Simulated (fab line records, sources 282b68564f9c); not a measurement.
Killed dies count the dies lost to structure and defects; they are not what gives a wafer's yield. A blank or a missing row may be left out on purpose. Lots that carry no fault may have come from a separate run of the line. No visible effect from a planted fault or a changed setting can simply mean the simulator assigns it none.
fab line records	flow ritCmos
record: lots: 6	wafers: 18	lastDay: 8
route steps=202 shown PSD@143 SDANNEAL@153 NSD@158 PLDD@159 NLDD@160 SILICIDE@161 CONTACT@168 M1@184
lots with no fault: from the same line, run without faults
startH: hours from the record's first day to the start of the lot's first wafer shown	waitH: time in hours since the lot's previous step	" same as the row above	L1.1+2: one row covering several wafers at once	- no value present, or no start provided	* or withheld: withheld	< > ~ a bound
route shown NAME@n: a module of which the file shows steps, and the number in the route of the first	usual: mean/standard deviation of fault-free wafers	same: alike in all rows	chamber/n: place in a boat	sites: each site's reading	_std_site: standard deviation of those values	_edge_site: mean of outer sites minus mean of inner sites	radiusMm: for every site, how far away it sits from the centre of the wafer	mask NAME#n: copy n	behind: the last tool/chamber to shape the wafer	hold: why the lot went on hold/how many hours it stayed there/how the hold came to an end	device: names the non-switching transistor (n, p or np)	end of line: at the end of the route, the tests of the same wafers	a step with no rows: only its recipe	killed: count of dies lost to structure and defects at first sort (not the wafer's yield)	map: per-die view of a wafer (x killed, . not killed, _ where there is no die)
set.NAME: setting as actually run; set.NAME@STEP: the setting as run at that earlier step	model.NAME: the simulator's own value behind a step, which no gauge read
certain route steps with their lots: each step a table, each wafer a row
services: when a tool's chamber went out of use (startH, in hours from the record's first day, below 0 if earlier), for how many hours, and the reason
== steps ==
step: RIT_PSD_COAT_01
recipe: resist: NOVOLAK	spinRpm: 3250	resistThkNm: 1000
step: RIT_PSD_SOFTBAKE_02
recipe: resist: NOVOLAK	tempC: 90	timeS: 60
step: RIT_PSD_EXPOSE_03
recipe: maskId: M10	na: 0.57	targetCdNm: 40900	doseMj: 250
step: RIT_PSD_PEB_04
recipe: resist: NOVOLAK	tempC: withheld	timeS: withheld
step: RIT_PSD_DEVELOP_05
recipe: resist: NOVOLAK	developTimeS: 50	devTempC: 23
step: RIT_PSD_OVL_MEAS_06
usual: PSD_OVL: -0.5/1.4
lot.wafer	tool	chamber	startH	waitH	PSD_OVL[nm]
L827.1	overlay-02	-	60.47	-	-2.4
L827.2	"	-	"	"	-3.0
L827.5	"	-	"	"	-1.6
L832.1	overlay-02	-	85.44	-	0.0
L832.2	"	-	"	"	-0.2
L832.4	"	-	"	"	0.8
L838.4	overlay-02	-	120.25	-	0.1
L838.5	"	-	"	"	-2.6
L838.6	"	-	"	"	1.6
L841.2	overlay-01	-	145.31	-	-1.5
L841.3	"	-	"	"	-0.8
L841.5	"	-	"	"	-1.0
L845.1	overlay-02	-	171.17	-	-1.2
L845.5	"	-	"	"	1.1
L845.6	"	-	"	"	0.1
L848.4	overlay-01	-	185.81	-	-1.2
L848.5	"	-	"	"	-1.4
L848.6	"	-	"	"	-1.4
step: RIT_PSD_HARDBAKE_07
recipe: resist: NOVOLAK	tempC: 140	timeS: 60
step: RIT_PSD_IMPLANT_08
recipe: species: BF2	energyKev: 27	doseCm2: 5e+15	tiltDeg: 7
step: RIT_PSD_STRIP_09
recipe: chemistry: O2	timeS: 180	resist: NOVOLAK	platenTempC: withheld	powerW: 500	pressureMtorr: 4000	o2FlowSccm: 4000
step: RIT_PSD_TW_MEAS_10
usual: PSD_TW: 3453/36
lot.wafer	tool	chamber	startH	waitH	PSD_TW
L827.1	filmMetro-01	-	60.98	0.1	3428
L827.2	"	-	"	"	3428
L827.5	"	-	"	"	3438
L832.1	filmMetro-02	-	85.95	0.1	3436
L832.2	"	-	"	"	3437
L832.4	"	-	"	"	3444
L838.4	filmMetro-02	-	120.78	0.1	3443
L838.5	"	-	"	"	3419
L838.6	"	-	"	"	3457
L841.2	filmMetro-02	-	145.83	0.1	3414
L841.3	"	-	"	"	3431
L841.5	"	-	"	"	3417
L845.1	filmMetro-01	-	171.93	0.1	3420
L845.5	"	-	"	"	3418
L845.6	"	-	"	"	3410
L848.4	filmMetro-03	-	186.44	0.1	3507
L848.5	"	-	"	"	3508
L848.6	"	-	"	"	3518
step: RIT_SDANNEAL_CLEAN_00
recipe: chemistry: SC1	mix: 3:3:50	timeS: 600	tempC: 75
step: RIT_SDANNEAL_CLEAN_01
recipe: chemistry: dHF	dilution: 50:1	timeS: 30
step: RIT_SDANNEAL_CLEAN_02
recipe: chemistry: SC2	mix: 3:3:50	timeS: 600	tempC: 75	dry: n2Spin
lot.wafer	tool	chamber	startH	waitH
L827.1+2+5	wetBench-03	0	61.23	0.0
L832.1+2+4	wetBench-02	2	86.22	0.0
L838.4+5+6	wetBench-02	1	121.00	0.0
L841.2+3+5	wetBench-02	3	146.07	0.0
L845.1+5+6	wetBench-03	0	172.18	0.0
L848.4+5+6	wetBench-04	3	186.70	0.0
step: RIT_SDANNEAL_RTA_03
recipe: tempC: 1050	timeS: 5	idleTempC: 600	rampUpCPerS: 342	rampDownCPerS: 171	coolToC: 600	ambient: N2
step: RIT_SDANNEAL_RS_MEAS_04
recipe: thkMeasGauge: four-point-probe
usual: PSD_RS: 115.76/0.29
lot.wafer	tool	chamber	startH	waitH	PSD_RS[ohm/sq]
L827.1	filmMetro-03	-	61.46	0.0	115.93
L827.2	"	-	"	"	115.71
L827.5	"	-	"	"	115.83
L832.1	filmMetro-01	-	86.47	0.0	116.13
L832.2	"	-	"	"	115.72
L832.4	"	-	"	"	115.76
L838.4	filmMetro-03	-	121.29	0.1	116.04
L838.5	"	-	"	"	115.90
L838.6	"	-	"	"	115.77
L841.2	filmMetro-01	-	146.32	0.1	115.88
L841.3	"	-	"	"	115.79
L841.5	"	-	"	"	115.46
L845.1	filmMetro-03	-	172.41	0.0	115.89
L845.5	"	-	"	"	116.07
L845.6	"	-	"	"	116.00
L848.4	filmMetro-02	-	187.02	0.1	115.91
L848.5	"	-	"	"	115.86
L848.6	"	-	"	"	116.10
step: RIT_SDANNEAL_RS_MEAS_05
recipe: thkMeasGauge: four-point-probe
usual: NSD_RS: 84.54/0.28
lot.wafer	tool	chamber	startH	waitH	NSD_RS[ohm/sq]
L827.1	filmMetro-03	-	61.58	0.1	84.81
L827.2	"	-	"	"	84.81
L827.5	"	-	"	"	84.63
L832.1	filmMetro-01	-	86.59	0.1	83.99
L832.2	"	-	"	"	84.02
L832.4	"	-	"	"	84.06
L838.4	filmMetro-03	-	121.41	0.1	84.54
L838.5	"	-	"	"	84.07
L838.6	"	-	"	"	84.40
L841.2	filmMetro-01	-	146.44	0.1	84.50
L841.3	"	-	"	"	84.50
L841.5	"	-	"	"	84.32
L845.1	filmMetro-03	-	172.53	0.1	84.94
L845.5	"	-	"	"	84.88
L845.6	"	-	"	"	84.67
L848.4	filmMetro-02	-	187.14	0.1	84.57
L848.5	"	-	"	"	84.79
L848.6	"	-	"	"	84.51
step: RIT_SDANNEAL_RS_MEAS_06
recipe: thkMeasGauge: four-point-probe
usual: PLDD_RS: 178.4/0.45
lot.wafer	tool	chamber	startH	waitH	PLDD_RS[ohm/sq]
L827.1	filmMetro-03	-	61.70	0.1	178.5
L827.2	"	-	"	"	178.5
L827.5	"	-	"	"	178.2
L832.1	filmMetro-01	-	86.71	0.1	178.8
L832.2	"	-	"	"	179.3
L832.4	"	-	"	"	179.5
L838.4	filmMetro-03	-	121.53	0.1	178.4
L838.5	"	-	"	"	178.8
L838.6	"	-	"	"	178.3
L841.2	filmMetro-01	-	146.56	0.1	179.1
L841.3	"	-	"	"	178.2
L841.5	"	-	"	"	178.5
L845.1	filmMetro-03	-	172.65	0.1	178.6
L845.5	"	-	"	"	179.2
L845.6	"	-	"	"	178.8
L848.4	filmMetro-02	-	187.26	0.1	178.5
L848.5	"	-	"	"	178.5
L848.6	"	-	"	"	178.8
step: RIT_SDANNEAL_RS_MEAS_07
recipe: thkMeasGauge: four-point-probe
usual: NLDD_RS: 151.6/0.57
lot.wafer	tool	chamber	startH	waitH	NLDD_RS[ohm/sq]
L827.1	filmMetro-03	-	61.82	0.1	153.1
L827.2	"	-	"	"	152.4
L827.5	"	-	"	"	153.2
L832.1	filmMetro-01	-	86.83	0.1	151.8
L832.2	"	-	"	"	152.2
L832.4	"	-	"	"	151.5
L838.4	filmMetro-03	-	121.65	0.1	152.2
L838.5	"	-	"	"	152.0
L838.6	"	-	"	"	151.6
L841.2	filmMetro-01	-	146.68	0.1	151.5
L841.3	"	-	"	"	151.5
L841.5	"	-	"	"	151.4
L845.1	filmMetro-03	-	172.77	0.1	151.7
L845.5	"	-	"	"	151.5
L845.6	"	-	"	"	151.6
L848.4	filmMetro-02	-	187.38	0.1	151.9
L848.5	"	-	"	"	152.7
L848.6	"	-	"	"	151.9
step: RIT_SILICIDE_WET_ETCH_00
recipe: chemistry: BOE	target: SiO2	targetDepthNm: 14	timeS: 15	dry: n2Spin	dilution: 10:1	tempC: 21.5
step: RIT_SILICIDE_SPUTTER_01
recipe: material: Ti	targetThkNm: 30	powerW: 350	chamberPressurePa: 0.667	gas: Ar	timeS: 240	substrateTempC: 25
usual: throttleValvePct: 29.5/1.1
lot.wafer	tool	chamber	startH	waitH	throttleValvePct
L827.1	pvdSputter-04	-	61.96	0.0	28.9
L827.2	"	-	"	"	29.3
L827.5	"	-	"	"	30.2
L832.1	pvdSputter-03	-	86.96	0.0	31.5
L832.2	"	-	"	"	29.0
L832.4	"	-	"	"	28.2
L838.4	pvdSputter-03	-	121.72	0.0	28.7
L838.5	"	-	"	"	28.2
L838.6	"	-	"	"	28.7
L841.2	pvdSputter-01	-	146.79	0.0	28.3
L841.3	"	-	"	"	29.1
L841.5	"	-	"	"	30.7
L845.1	pvdSputter-01	-	172.91	0.0	29.2
L845.5	"	-	"	"	28.3
L845.6	"	-	"	"	29.1
L848.4	pvdSputter-01	-	187.46	0.0	29.3
L848.5	"	-	"	"	29.4
L848.6	"	-	"	"	28.6
step: RIT_SILICIDE_RS_MEAS_02
recipe: thkMeasGauge: four-point-probe	reads: Ti_of_SILICIDE_SPUTTER_01
usual: SILICIDE_TI_RS: 48.1/0.72
lot.wafer	tool	chamber	startH	waitH	SILICIDE_TI_RS[ohm/sq]
L827.1	filmMetro-04	-	62.11	0.1	46.8
L827.2	"	-	"	"	48.4
L827.5	"	-	"	"	47.5
L832.1	filmMetro-04	-	87.11	0.1	48.3
L832.2	"	-	"	"	47.7
L832.4	"	-	"	"	48.3
L838.4	filmMetro-01	-	121.93	0.1	48.1
L838.5	"	-	"	"	48.1
L838.6	"	-	"	"	47.4
L841.2	filmMetro-04	-	146.96	0.1	49.5
L841.3	"	-	"	"	48.4
L841.5	"	-	"	"	48.7
L845.1	filmMetro-03	-	173.06	0.1	48.0
L845.5	"	-	"	"	48.5
L845.6	"	-	"	"	47.5
L848.4	filmMetro-01	-	187.67	0.1	47.1
L848.5	"	-	"	"	48.2
L848.6	"	-	"	"	48.5
step: RIT_SILICIDE_THK_MEAS_03
recipe: thkMeasGauge: xrf	reads: Ti_of_SILICIDE_SPUTTER_01
usual: SILICIDE_TI_THK: 30.1/0.43
lot.wafer	tool	chamber	startH	waitH	SILICIDE_TI_THK[nm]
L827.1	filmMetro-04	-	62.23	0.1	30.6
L827.2	"	-	"	"	29.6
L827.5	"	-	"	"	30.2
L832.1	filmMetro-04	-	87.23	0.1	30.0
L832.2	"	-	"	"	30.3
L832.4	"	-	"	"	29.8
L838.4	filmMetro-01	-	122.02	0.1	30.1
L838.5	"	-	"	"	30.3
L838.6	"	-	"	"	30.6
L841.2	filmMetro-04	-	147.07	0.1	29.1
L841.3	"	-	"	"	30.0
L841.5	"	-	"	"	29.6
L845.1	filmMetro-03	-	173.18	0.1	30.3
L845.5	"	-	"	"	29.9
L845.6	"	-	"	"	30.5
L848.4	filmMetro-01	-	187.76	0.1	31.0
L848.5	"	-	"	"	30.3
L848.6	"	-	"	"	30.3
step: RIT_SILICIDE_RTA_04
recipe: tempC: 650	timeS: 10	idleTempC: 25	rampUpS: 5	rampDownS: 5	coolToC: 25	ambient: N2
usual: wafer_temp_C_max: 653.3/0.77
lot.wafer	tool	chamber	startH	waitH	wafer_temp_C_max
L827.1	rtpAnneal-02	0	62.29	0.1	652.8
L827.2	"	0	"	"	654.2
L827.5	"	0	"	"	652.9
L832.1	rtpAnneal-01	0	87.29	0.1	652.3
L832.2	"	0	"	"	652.3
L832.4	"	0	"	"	652.6
L838.4	rtpAnneal-01	0	122.09	0.1	653.8
L838.5	"	0	"	"	652.4
L838.6	"	0	"	"	653.3
L841.2	rtpAnneal-02	0	147.14	0.1	654.7
L841.3	"	0	"	"	653.8
L841.5	"	0	"	"	653.9
L845.1	rtpAnneal-01	0	173.24	0.1	653.2
L845.5	"	0	"	"	653.5
L845.6	"	0	"	"	653.3
L848.4	rtpAnneal-01	0	187.82	0.1	653.2
L848.5	"	0	"	"	653.6
L848.6	"	0	"	"	652.7
step: RIT_SILICIDE_WET_ETCH_05
recipe: chemistry: SPM	target: Ti	tempC: 90	timeS: 120	dry: n2Spin
step: RIT_SILICIDE_RTA_06
recipe: tempC: 750	timeS: 10	idleTempC: 25	rampUpS: 5	rampDownS: 10	coolToC: 25	ambient: N2
step: RIT_CONTACT_CVD_00
recipe: material: SiO2	targetThkNm: 400	precursor: TEOS	tempC: 390	timeS: 61	rfW: 400
usual: heaterPowerW: 303/49	rfFwdPowerW: 397.3/1.4
lot.wafer	tool	chamber	startH	waitH	heaterPowerW	rfFwdPowerW
L827.1	pecvd-03	0	62.46	0.1	270	397.4
L827.2	"	1	"	"	329	398.2
L827.5	"	1	"	"	342	397.2
L832.1	pecvd-02	1	87.46	0.1	285	399.1
L832.2	"	0	"	"	273	396.3
L832.4	"	0	"	"	294	396.1
L838.4	pecvd-02	2	122.25	0.0	392	394.9
L838.5	"	0	"	"	306	397.1
L838.6	"	1	"	"	267	398.6
L841.2	pecvd-03	2	147.30	0.0	320	394.4
L841.3	"	0	"	"	239	398.4
L841.5	"	2	"	"	330	393.3
L845.1	pecvd-04	1	173.42	0.1	248	396.5
L845.5	"	0	"	"	380	397.2
L845.6	"	1	"	"	268	396.3
L848.4	pecvd-02	1	187.99	0.0	281	396.6
L848.5	"	0	"	"	292	397.3
L848.6	"	2	"	"	311	395.0
step: RIT_CONTACT_THK_MEAS_01
recipe: reads: SiO2_of_CONTACT_CVD_00
usual: CONTACT_TEOS_THK: 399/5.9
lot.wafer	tool	chamber	startH	waitH	CONTACT_TEOS_THK[nm]
L827.1	filmMetro-02	-	62.51	0.0	398
L827.2	"	-	"	"	393
L827.5	"	-	"	"	402
L832.1	filmMetro-04	-	87.51	0.0	397
L832.2	"	-	"	"	395
L832.4	"	-	"	"	400
L838.4	filmMetro-02	-	122.31	0.0	400
L838.5	"	-	"	"	399
L838.6	"	-	"	"	405
L841.2	filmMetro-03	-	147.36	0.0	393
L841.3	"	-	"	"	404
L841.5	"	-	"	"	406
L845.1	filmMetro-03	-	173.47	0.0	396
L845.5	"	-	"	"	413
L845.6	"	-	"	"	402
L848.4	filmMetro-03	-	188.05	0.0	408
L848.5	"	-	"	"	401
L848.6	"	-	"	"	399
step: RIT_CONTACT_HMDS_02
recipe: primeTimeS: 60	primeTempC: 140
step: RIT_CONTACT_COAT_03
recipe: resist: NOVOLAK	spinRpm: 3250	resistThkNm: 1000
step: RIT_CONTACT_SOFTBAKE_04
recipe: resist: NOVOLAK	tempC: 90	timeS: 60
step: RIT_CONTACT_EXPOSE_05
recipe: maskId: M11	na: 0.6	sourceShape: conventional	sigmaOuter: 0.5	targetCdNm: 1000	doseMj: 250
step: RIT_CONTACT_PEB_06
recipe: resist: NOVOLAK	tempC: withheld	timeS: withheld
step: RIT_CONTACT_DEVELOP_07
recipe: resist: NOVOLAK	developTimeS: 120	devTempC: 23
step: RIT_CONTACT_CD_MEAS_08
recipe: targetCdNm: 1000
usual: cdNm: 1000.4/2.4
lot.wafer	tool	chamber	startH	waitH	cdNm
L827.1	cdSem-01	-	63.54	-	999.5
L827.2	"	-	"	"	998.3
L827.5	"	-	"	"	998.3
L832.1	cdSem-02	-	89.03	-	999.6
L832.2	"	-	"	"	999.9
L832.4	"	-	"	"	1000.9
L838.4	cdSem-01	-	123.37	-	1002.1
L838.5	"	-	"	"	1006.4
L838.6	"	-	"	"	1003.5
L841.2	cdSem-02	-	148.63	-	1003.5
L841.3	"	-	"	"	1003.5
L841.5	"	-	"	"	1002.4
L845.1	cdSem-01	-	174.90	-	1002.5
L845.5	"	-	"	"	1001.3
L845.6	"	-	"	"	1000.8
L848.4	cdSem-01	-	189.10	-	999.4
L848.5	"	-	"	"	999.4
L848.6	"	-	"	"	999.9
step: RIT_CONTACT_OVL_MEAS_09
usual: CONTACT_OVL: -0.5/1.5
lot.wafer	tool	chamber	startH	waitH	CONTACT_OVL[nm]
L827.1	overlay-02	-	63.66	0.1	-1.2
L827.2	"	-	"	"	-1.3
L827.5	"	-	"	"	-2.7
L832.1	overlay-01	-	89.15	0.1	-2.6
L832.2	"	-	"	"	-3.2
L832.4	"	-	"	"	-1.3
L838.4	overlay-02	-	123.44	0.1	0.8
L838.5	"	-	"	"	-0.7
L838.6	"	-	"	"	-0.4
L841.2	overlay-02	-	148.74	0.1	0.0
L841.3	"	-	"	"	1.3
L841.5	"	-	"	"	0.4
L845.1	overlay-02	-	175.02	0.1	-1.1
L845.5	"	-	"	"	-0.5
L845.6	"	-	"	"	-1.8
L848.4	overlay-02	-	189.18	0.1	1.1
L848.5	"	-	"	"	1.2
L848.6	"	-	"	"	1.0
step: RIT_CONTACT_HARDBAKE_10
recipe: resist: NOVOLAK	tempC: 140	timeS: 60
step: RIT_CONTACT_ETCH_11
recipe: targetDepthA: 4800	overEtchFrac: 0.2	stopOn: TiSi2	chemistry: CHF3/CF4/Ar	target: SiO2	CHF3_flow_sccm: 50	cf4FlowSccm: 10	Ar_flow_sccm: 100	O2_flow_sccm: 5	pressureMtorr: 100	rfW: 200	timeS: 320
usual: CHF3_flow_sccm: 50.00/0.16	drypumpMotorCurrentA: 5.9/0.43	mfcArSccm: 100.0/0.33	oesProductAu: 0.991/0.021	rfFwdPowerW: 199.6/0.63	throttleValvePct: 8.83/0.15
same: overEtchFrac: 0.2
lot.wafer	tool	chamber	startH	waitH	CHF3_flow_sccm	drypumpMotorCurrentA	mfcArSccm	oesProductAu	rfFwdPowerW	rfHoursCounterH	throttleValvePct
L827.1	rieDiel-03	3	63.84	0.1	50.14	5.5	100.0	1.014	199.1	102	8.75
L827.2	"	2	"	"	50.05	5.6	100.0	0.992	199.2	42	8.83
L827.5	"	0	"	"	50.08	5.5	99.9	0.976	199.3	-	8.57
L832.1	rieDiel-04	2	89.34	0.1	49.80	5.5	99.9	1.021	199.5	6	9.05
L832.2	"	1	"	"	50.13	5.7	99.7	0.954	200.8	159	8.83
L832.4	"	3	"	"	49.97	6.8	100.4	0.983	198.5	6	8.78
L838.4	rieDiel-01	3	123.61	0.1	50.07	5.6	100.2	0.952	199.2	141	8.92
L838.5	"	2	"	"	49.94	5.8	99.8	1.011	200.1	-	8.65
L838.6	"	1	"	"	50.18	6.3	99.7	1.005	199.2	-	8.89
L841.2	rieDiel-01	0	148.92	0.1	49.95	6.0	100.3	0.957	200.6	95	8.67
L841.3	"	2	"	"	50.27	5.8	100.0	0.998	199.5	7	8.65
L841.5	"	1	"	"	50.05	6.3	100.4	1.015	200.5	-	8.90
L845.1	rieDiel-03	0	175.20	0.1	49.86	5.5	99.9	0.973	200.2	88	8.56
L845.5	"	1	"	"	49.92	5.8	99.7	1.003	199.8	-	9.03
L845.6	"	0	"	"	49.78	5.5	99.9	0.973	199.1	-	8.56
L848.4	rieDiel-03	3	189.41	0.1	50.20	5.5	100.2	1.007	198.9	105	8.76
L848.5	"	3	"	"	50.17	5.5	99.9	1.019	198.6	-	8.75
L848.6	"	0	"	"	50.34	5.5	100.2	0.960	200.1	-	8.58
step: RIT_CONTACT_STRIP_12
recipe: chemistry: O2	timeS: 180	resist: NOVOLAK	platenTempC: withheld	powerW: 500	pressureMtorr: 4000	o2FlowSccm: 4000
usual: drypumpMotorCurrentA: 5.9/0.46
lot.wafer	tool	chamber	startH	waitH	drypumpMotorCurrentA	rfHoursCounterH
L827.1	plasmaAsher-01	0	64.04	0.1	5.4	26
L827.2	"	1	"	"	5.8	26
L827.5	"	1	"	"	5.8	-
L832.1	plasmaAsher-02	1	89.53	0.1	5.5	43
L832.2	"	0	"	"	5.9	43
L832.4	"	0	"	"	5.9	-
L838.4	plasmaAsher-01	0	123.86	0.2	5.4	-
L838.5	"	1	"	"	5.8	-
L838.6	"	0	"	"	5.5	-
L841.2	plasmaAsher-03	0	149.11	0.1	6.0	50
L841.3	"	1	"	"	6.8	-
L841.5	"	0	"	"	6.0	-
L845.1	plasmaAsher-02	0	175.40	0.1	5.9	5
L845.5	"	0	"	"	5.9	-
L845.6	"	1	"	"	5.5	-
L848.4	plasmaAsher-01	1	189.66	0.2	5.8	-
L848.5	"	0	"	"	5.4	-
L848.6	"	1	"	"	5.8	-
step: RIT_CONTACT_CD_MEAS_90
recipe: targetCdNm: 1000
usual: cdNm: 1000.4/2.4
lot.wafer	tool	chamber	startH	waitH	cdNm
L827.1	cdSem-02	-	64.21	0.1	999.0
L827.2	"	-	"	"	998.8
L827.5	"	-	"	"	998.4
L832.1	cdSem-01	-	89.71	0.1	999.9
L832.2	"	-	"	"	1000.5
L832.4	"	-	"	"	1001.1
L838.4	cdSem-02	-	124.04	0.1	1002.1
L838.5	"	-	"	"	1006.4
L838.6	"	-	"	"	1004.2
L841.2	cdSem-01	-	149.31	0.1	1004.3
L841.3	"	-	"	"	1003.5
L841.5	"	-	"	"	1003.1
L845.1	cdSem-01	-	175.57	0.1	1002.2
L845.5	"	-	"	"	1000.7
L845.6	"	-	"	"	1000.8
L848.4	cdSem-02	-	189.84	0.1	999.0
L848.5	"	-	"	"	998.5
L848.6	"	-	"	"	999.9
step: RIT_CONTACT_CLEAN_13
recipe: chemistry: SC1	mix: 3:3:50	timeS: 600	tempC: 75
step: RIT_CONTACT_CLEAN_14
recipe: chemistry: SC2	mix: 3:3:50	timeS: 600	tempC: 75	dry: n2Spin
step: RIT_M1_SPUTTER_00
recipe: material: Al	targetThkNm: 400	powerW: 2000	chamberPressurePa: 0.4	gas: Ar	timeS: 500	substrateTempC: 25
step: RIT_M1_PROBE_99
usual: killed_at_M0_to_M3: 0.0/0.14	killedAtContacts: 0.1/0.3	killedAtFrontEnd: 7/3.1	killedDies: 7/3.1	killedOnRim: 1.9/1.5	killedOpen: 3.8/2.3	killedShort: 3.2/1.9
same: grossDies: 264	killed_at_M4_up: 0	killedAtBackSide: 0	killedAtOther: 0
lot.wafer	tool	chamber	startH	waitH	killed_at_M0_to_M3	killedAtContacts	killedAtFrontEnd	killedDies	killedOnRim	killedOpen	killedShort
L827.1	prober-02	-	69.11	0.1	0	0	10	10	2	5	5
L827.2	prober-02	-	69.16	0.1	0	0	7	7	3	3	4
L827.5	prober-02	-	69.31	0.2	0	0	4	4	1	1	3
L832.1	prober-01	-	94.47	0.1	0	2	3	5	1	2	3
L832.2	prober-01	-	94.52	0.1	0	0	9	9	1	5	4
L832.4	prober-01	-	94.62	0.2	0	0	3	3	0	0	3
L838.4	prober-01	-	128.63	0.2	0	0	34	34	8	4	1
L838.5	prober-01	-	128.68	0.2	0	0	45	45	15	5	6
L838.6	prober-01	-	128.73	0.2	0	0	40	40	12	2	2
L841.2	prober-01	-	153.98	0.1	0	0	37	37	11	5	1
L841.3	prober-01	-	154.03	0.2	0	0	49	49	15	12	2
L841.5	prober-01	-	154.13	0.2	0	0	38	38	14	7	3
killed by level:class
L827.1 GATE:geometricParticle:open=4 GATE:geometricParticle:short=2 SPACER:geometricParticle:short=2 FOX1:geometricParticle:short=1 REOX:geometricParticle:open=1
L827.2 GATE:geometricParticle:open=3 GATE:geometricParticle:short=2 SPACER:geometricParticle:short=2
L827.5 REOX:geometricParticle:short=2 SPACER:geometricParticle:short=1 SPACER:geometricParticle:open=1
L832.1 REOX:geometricParticle:open=1 REOX:geometricParticle:short=1 SPACER:geometricParticle:short=1 CONTACT:geometricParticle:open=1 CONTACT:geometricParticle:short=1
L832.2 GATE:geometricParticle:short=2 GATE:geometricParticle:open=2 FOX1:geometricParticle:open=1 FOX2:geometricParticle:short=1 FOX2:geometricParticle:open=1 SILICIDE:geometricParticle:open=1 SILICIDE:geometricParticle:short=1
L832.4 SILICIDE:geometricParticle:short=2 FOX1:geometricParticle:short=1
L838.4 SDANNEAL:unspecified=29 FOX1:geometricParticle:open=1 FOX2:geometricParticle:open=1 GATE:geometricParticle:short=1 REOX:geometricParticle:open=1 SILICIDE:geometricParticle:open=1
L838.5 SDANNEAL:unspecified=34 SPACER:geometricParticle:short=2 REOX:geometricParticle:open=2 SILICIDE:geometricParticle:short=2 FOX2:geometricParticle:open=1 GATE:geometricParticle:open=1 GATE:geometricParticle:short=1 REOX:geometricParticle:short=1
L838.6 SDANNEAL:unspecified=35 FOX1:geometricParticle:open=1 FOX1:geometricParticle:short=1 FOX2:geometricParticle:short=1 REOX:geometricParticle:open=1 NRETRO:coatMicrobubblePrinted=1
L841.2 SDANNEAL:unspecified=31 FOX2:geometricParticle:open=3 FOX1:geometricParticle:short=1 FOX1:geometricParticle:open=1 GATE:geometricParticle:open=1
L841.3 SDANNEAL:unspecified=35 FOX1:geometricParticle:open=4 SPACER:geometricParticle:open=4 REOX:geometricParticle:open=2 SILICIDE:geometricParticle:short=2 FOX2:geometricParticle:open=1 GATE:geometricParticle:open=1
L841.5 SDANNEAL:unspecified=28 FOX1:geometricParticle:open=2 FOX2:geometricParticle:short=2 GATE:geometricParticle:open=2 SILICIDE:geometricParticle:open=2 SPACER:geometricParticle:open=1 SILICIDE:geometricParticle:short=1
map L838.5 (x killed, . not)
________......._______
_____.............____
____...............___
___...........x.....__
__..................._
__.x................._
_xx.............x.x...
_xxxxx................
_xxxxxxx..............
_xxxxxx.........x.....
__xxxxx.x...x...x...._
__xxxx.x...........x._
___xxx..............__
____x..............___
_____..........x..____
________x......_______
map L841.3 (x killed, . not)
________......._______
_____x..x........x____
____...............___
___.................__
__..............x...._
__...............x..._
_.....................
_..xx.................
_..x...x........xx....
_...x...........xxxx..
__...........x.xxxxxx_
__....x......xxxxxxxx_
___...........xxxxxx__
____........x.xxxxx___
_____.........xxxx____
________...x..._______
== services ==
tool	chamber	startH	hours	kind
pecvd-04	-	50.36	0.5	repair
plasmaAsher-02	-	74.68	1.6	repair
wetBench-03	-	74.90	1.9	pm
pvdSputter-04	-	79.21	23.4	repair
pecvd-03	1	88.34	7.1	repair
wetBench-04	-	88.83	1.9	pm
rieDiel-01	3	92.26	14.8	repair
rieDiel-03	2	97.27	7.3	repair
wetBench-04	-	103.31	1.6	repair
wetBench-03	-	107.65	11.5	repair
plasmaAsher-02	-	108.75	9.0	pm
plasmaAsher-02	0	108.75	9.0	ventCycle
plasmaAsher-02	1	108.75	9.0	ventCycle
plasmaAsher-02	0	117.75	-	clean
pecvd-03	-	123.80	14.6	pm
pvdSputter-04	-	130.65	1.9	repair
rieDiel-04	2	144.64	3.8	repair
rieDiel-04	-	148.14	0.9	repair
rieDiel-01	-	149.47	1.2	repair
rieDiel-04	3	157.77	2.6	repair
rtpAnneal-01	-	163.65	5.1	pm
rieDiel-03	2	168.89	3.0	repair
plasmaAsher-01	-	169.32	2.1	repair
pecvd-04	1	182.63	4.6	repair
== key ==
firstSign: step: RIT_M1_PROBE_99	reading: killedDies	direction: up	sigmas: 11	usual: 7	struck: 40
effect: step: RIT_M1_PROBE_99	reading: killedAtFrontEnd	direction: up	sigmas: 11	usual: 7	struck: 40
metAt RIT_SDANNEAL_CLEAN_02
struckWafers L838.4,L838.5,L838.6,L841.2,L841.3,L841.5
testerLeftOut L838,L841
onsetBetween 86.22 121.00
alsoFits RIT_CONTACT_ETCH_11:rieDiel-01
fault: kind: chamberParticleSource	tool: wetBench-02	chamber: -	onsetH: 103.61	steps: RIT_SDANNEAL_CLEAN_02	ratePerVisitCm2: 2.0881	endH: 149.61
testerLeftOut: of these lots the tester's yield and bins aren't shown, on N5 and GAA mostly nor the transistor test; their killed dies are dies lost to structure and defects alone, not to doping, threshold or leakage, so they don't give the yield
